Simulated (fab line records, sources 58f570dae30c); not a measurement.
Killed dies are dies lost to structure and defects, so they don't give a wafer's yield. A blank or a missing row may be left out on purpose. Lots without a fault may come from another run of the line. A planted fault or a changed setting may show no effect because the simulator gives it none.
Chamber matching | flow berkeley_cmos170 | UCB170_ZERO_ETCH_06 on rie_diel-02: 4 sister chambers
The step etches SiO2 in CHF3/CF4/Ar, time 12 s. 8 wafers are shown with their chamber, then 7 later ones without.

WAFERS WITH THEIR CHAMBER
wafer  | chamber | drypump_motor_current_A (A) | throttle_valve_pct (%)
L336.2 | 3       | 6.2                         | 9.14
L336.4 | 1       | 5.1                         | 9.11
L336.5 | 2       | 5.2                         | 9.06
L337.2 | 0       | 4.7                         | 9.17
L337.5 | 1       | 5.1                         | 9.12
L337.6 | 2       | 5.2                         | 9.07
L340.1 | 3       | 6.3                         | 9.12
L340.2 | 0       | 4.7                         | 9.13

WAFERS WITHOUT THEIR CHAMBER
wafer  | drypump_motor_current_A (A) | throttle_valve_pct (%)
L340.3 | 5.2                         | 9.06
L346.2 | 5.2                         | 9.06
L346.3 | 5.1                         | 9.12
L346.4 | 4.7                         | 9.16
L348.1 | 5.2                         | 9.07
L348.3 | 5.1                         | 9.13
L348.6 | 4.7                         | 9.17

WHICH CHAMBER EACH WENT THROUGH
wafer  | from the rows above | in truth
L340.3 | 2                   | 2
L346.2 | 2                   | 2
L346.3 | 1                   | 1
L346.4 | 0                   | 0
L348.1 | 2                   | 2
L348.3 | 1                   | 1
L348.6 | 0                   | 0
Placed correctly: 7 of 7. Can't be placed from these rows: 0. Placed wrongly: 0.
How it was worked out, from the rows above alone: a wafer's distance from a chamber is the root of the sum, over the readings, of the square of ((its reading less the chamber's mean) divided by the reading's scatter). The wafer belongs to the nearest chamber; if the next one is less than 2 further off, it can't be placed. A chamber's mean is the mean of its shown wafers. The scatter: the root of (the sum of the squares of (reading less its chamber's mean) over the shown wafers, divided by (wafers less chambers)).
